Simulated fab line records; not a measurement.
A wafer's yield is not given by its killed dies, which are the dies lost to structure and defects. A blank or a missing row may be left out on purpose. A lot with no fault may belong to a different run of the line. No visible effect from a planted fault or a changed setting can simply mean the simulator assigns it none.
Lot-split experiment | flow rit-cmos | 23 wafers read from 5 lots, route of 202 steps

ABOUT THE SPLIT
At RIT_M1_METAL_ETCH_12 (etches Al in Cl2/BCl3, stops on SiO2, time 165 s, target depth 600 nm), the setting rf-w was moved away from the recipe's 250 W on 12 of the 23 wafers read, by -6.9% to +6.0%. All remaining wafers had this setting at the recipe value.

The reading comes from the split's own step.

THE READING
NOVOLAK_of_M1_COAT_04.thk-nm (the simulator's own value, which no gauge read), in nm, at RIT_M1_METAL_ETCH_12 (etches Al in Cl2/BCl3, stops on SiO2, time 165 s, target depth 600 nm). No usual value for it is given in the file. Across the 11 wafers here that went through the recipe, the average is 806.0 nm and the standard deviation 10 nm.

wafer  | tool, chamber at the split | rf-w as run, W | against the recipe | NOVOLAK_of_M1_COAT_04.thk-nm, nm | against lot-mates on the recipe
L074.1 | rie-metal-02, 1            | 232.7          | -6.9%              | 838.6                            | +14.3
L074.2 | rie-metal-02, 0            | 250            | recipe             | 821.3                            | -
L074.3 | rie-metal-02, 1            | 232.7          | -6.9%              | 841.2                            | +16.9
L074.4 | rie-metal-02, 0            | 232.7          | -6.9%              | 843.3                            | +19.0
L074.6 | rie-metal-02, 0            | 250            | recipe             | 827.4                            | -
L075.1 | rie-metal-01, 0            | 250            | recipe             | 794.4                            | -
L075.2 | rie-metal-01, 1            | 264.9          | +6.0%              | 779.4                            | -17.2
L075.3 | rie-metal-01, 1            | 264.9          | +6.0%              | 777.2                            | -19.4
L075.4 | rie-metal-01, 0            | 250            | recipe             | 798.8                            | -
L075.5 | rie-metal-01, 0            | 264.9          | +6.0%              | 776                              | -20.6
L078.1 | rie-metal-01, 0            | 250            | recipe             | 799.9                            | -
L078.2 | rie-metal-01, 1            | 262.8          | +5.1%              | 789.1                            | -12.5
L078.4 | rie-metal-01, 1            | 250            | recipe             | 803.4                            | -
L078.5 | rie-metal-01, 1            | 262.8          | +5.1%              | 783.3                            | -18.4
L078.6 | rie-metal-01, 0            | 262.8          | +5.1%              | 782.7                            | -18.9
L079.3 | rie-metal-03, 0            | 250            | recipe             | 794.6                            | -
L079.4 | rie-metal-03, 1            | 250            | recipe             | 808                              | -
L079.5 | rie-metal-03, 1            | 250            | recipe             | 806.4                            | -
L084.1 | rie-metal-01, 0            | 250            | recipe             | 800.6                            | -
L084.2 | rie-metal-01, 1            | 250            | recipe             | 811                              | -
L084.4 | rie-metal-01, 0            | 237.6          | -5.0%              | 823.1                            | +17.3
L084.5 | rie-metal-01, 1            | 237.6          | -5.0%              | 828.3                            | +22.5
L084.6 | rie-metal-01, 0            | 237.6          | -5.0%              | 820.2                            | +14.4

FIT RESULTS
A straight line over all 23 wafers: NOVOLAK_of_M1_COAT_04.thk-nm changes by -4.53 nm for each +1% of rf-w; r = -0.93; the points scatter about the line by 7.9 nm.
The same after taking each lot's own level away (the mean of its wafers on the recipe; 23 wafers): -3.01 nm for each +1%; r = -0.95; scatter 4.1 nm.
According to that fit, moving rf-w by its largest amount changes the reading by 21 nm.
The lots' own levels span 796.60 to 824.35 nm, that is 2.8 times the standard deviation above.
So the slope is not independent of the lot-to-lot level: the two fits are not the same.
Check: with one of the wafers moved furthest among these (-6.9%) left out of the fit, the line predicts +21.6 nm for it against its lot-mates. Against them it came out at +14.3 nm.

OTHER SPLITS ON THESE WAFERS
These wafers also went through other splits before the reading. Each is held against what the fit with the lots' levels taken away leaves over:
other split on the same wafers | wafers away from the commonest value | r with NOVOLAK_of_M1_COAT_04.thk-nm (lot level and that fit taken away)
RIT_SPACER_CLEAN_00 time-s     | 15                                   | +0.27
RIT_PSD_IMPLANT_08 energy-kev  | 10                                   | +0.07
RIT_SILICIDE_SPUTTER_01 time-s | 7                                    | -0.28

FILE'S OWN FIT
NOVOLAK_of_M1_COAT_04.thk-nm changes by -3.01 nm for each +1% of rf-w, r = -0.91.
